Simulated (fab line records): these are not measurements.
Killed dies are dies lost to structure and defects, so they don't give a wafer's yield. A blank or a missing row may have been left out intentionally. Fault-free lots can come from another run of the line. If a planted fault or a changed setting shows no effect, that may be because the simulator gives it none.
Which of the tools did it? | flow ritCmos | 13 lots, 39 wafers sampled, at 3 steps of a route of 202

== WHAT THE GAUGES READ, wafer by wafer ==
RIT_ACTIVE_CD_MEAS_11: target cd 1400 nm.
lot  | measured    | on       | cdNm (nm)
L342 | day 1 14:43 | cdSem-02 | 1399.2 1401.8 1401.4
L344 | day 2 00:26 | cdSem-01 | 1400.5 1401.2 1400.6
L345 | day 2 05:40 | cdSem-01 | 1398.2 1397.7 1397.9
L346 | day 2 12:11 | cdSem-02 | 1402.9 1405.0 1403.6
L347 | day 2 15:26 | cdSem-02 | 1402.0 1401.7 1401.7
L348 | day 2 20:34 | cdSem-01 | 1399.4 1400.4 1400.9
L349 | day 3 01:34 | cdSem-01 | 1399.0 1398.7 1399.4
L350 | day 3 06:28 | cdSem-02 | 1401.5 1404.0 1400.5
L351 | day 3 13:09 | cdSem-01 | 1397.1 1398.8 1398.9
L352 | day 3 16:26 | cdSem-01 | 1395.7 1397.0 1397.8
L353 | day 3 21:34 | cdSem-01 | 1400.0 1399.0 1401.3
L355 | day 4 07:36 | cdSem-01 | 1399.6 1402.0 1401.2
L365 | day 6 14:44 | cdSem-01 | 1400.1 1400.4 1398.4

RIT_ACTIVE_CD_MEAS_90: target cd 1400 nm.
lot  | measured    | on       | cdNm (nm)
L342 | day 1 15:17 | cdSem-01 | 1399.7 1402.0 1401.6
L344 | day 2 01:14 | cdSem-02 | 1400.8 1401.3 1400.7
L345 | day 2 06:14 | cdSem-02 | 1398.0 1398.3 1398.4
L346 | day 2 12:46 | cdSem-02 | 1403.2 1404.7 1403.4
L347 | day 2 16:01 | cdSem-01 | 1401.8 1401.7 1402.0
L348 | day 2 21:08 | cdSem-02 | 1399.4 1400.0 1400.2
L349 | day 3 02:08 | cdSem-02 | 1399.5 1398.3 1399.2
L350 | day 3 07:03 | cdSem-02 | 1401.3 1404.7 1400.2
L351 | day 3 13:44 | cdSem-01 | 1396.9 1398.7 1399.1
L352 | day 3 17:01 | cdSem-02 | 1395.9 1397.0 1397.7
L353 | day 3 22:08 | cdSem-01 | 1399.9 1398.8 1401.6
L355 | day 4 08:11 | cdSem-02 | 1399.7 1401.9 1401.5
L365 | day 6 15:18 | cdSem-01 | 1400.4 1400.3 1398.8

RIT_PLDD_TW_MEAS_10.
lot  | measured    | on           | PLDD_TW
L342 | day 2 20:13 | filmMetro-02 | 2347 2333 2339
L344 | day 3 06:35 | filmMetro-01 | 2340 2336 2332
L345 | day 3 10:39 | filmMetro-04 | 2348 2357 2349
L346 | day 3 18:19 | filmMetro-02 | 2344 2339 2338
L347 | day 3 21:32 | filmMetro-04 | 2343 2344 2320
L348 | day 4 02:07 | filmMetro-01 | 2342 2354 2353
L349 | day 4 06:04 | filmMetro-04 | 2363 2349 2351
L350 | day 4 12:33 | filmMetro-02 | 2341 2324 2340
L351 | day 4 18:32 | filmMetro-02 | 2334 2340 2334
L352 | day 4 22:10 | filmMetro-02 | 2336 2348 2333
L353 | day 5 02:38 | filmMetro-01 | 2346 2344 2340
L355 | day 5 16:37 | filmMetro-02 | 2351 2347 2340
L365 | day 8 04:25 | filmMetro-01 | 2353 2366 2362

== WHAT TOOL EACH LOT RAN ON (gives the tool, then ch and the chambers of the sampled wafers, and finally the start) ==
The record shows no process step preceding these readings.

== WHAT THE TOOLS THEMSELVES READ (means of the sampled wafers that have a number; where no wafer has one, the mark that the record gives instead) ==
The record holds no such reading with a usual standard deviation.

== THE ANSWER, worked out from the rows above alone ==
Rule: what is usual is taken from the lots themselves. Put in order of their means at a reading, lots are off if they are a third of the lots or fewer, leave a main group of 4 or more, and stand apart from it by a gap of 3 or more times the standard deviation of the main group's means; of several such gaps the widest counts. If all means in a main group match to the digits the tables above print for the reading, that group is not used. A lot without any number at a reading at which 4 lots or more have one is off too. Any other lot the step has rows for is counted as sound. Order of review: gauges by route order, followed by the tools' own readings, for which a lot's mean as printed above is used. The first step at which some lot is off is used, and at that step the reading that is off furthest; a lot without a number counts as furthest.
Nothing can be told from this: no lot is off at any reading shown.

== WHAT HAD BEEN PUT IN BY THE SIMULATOR ==
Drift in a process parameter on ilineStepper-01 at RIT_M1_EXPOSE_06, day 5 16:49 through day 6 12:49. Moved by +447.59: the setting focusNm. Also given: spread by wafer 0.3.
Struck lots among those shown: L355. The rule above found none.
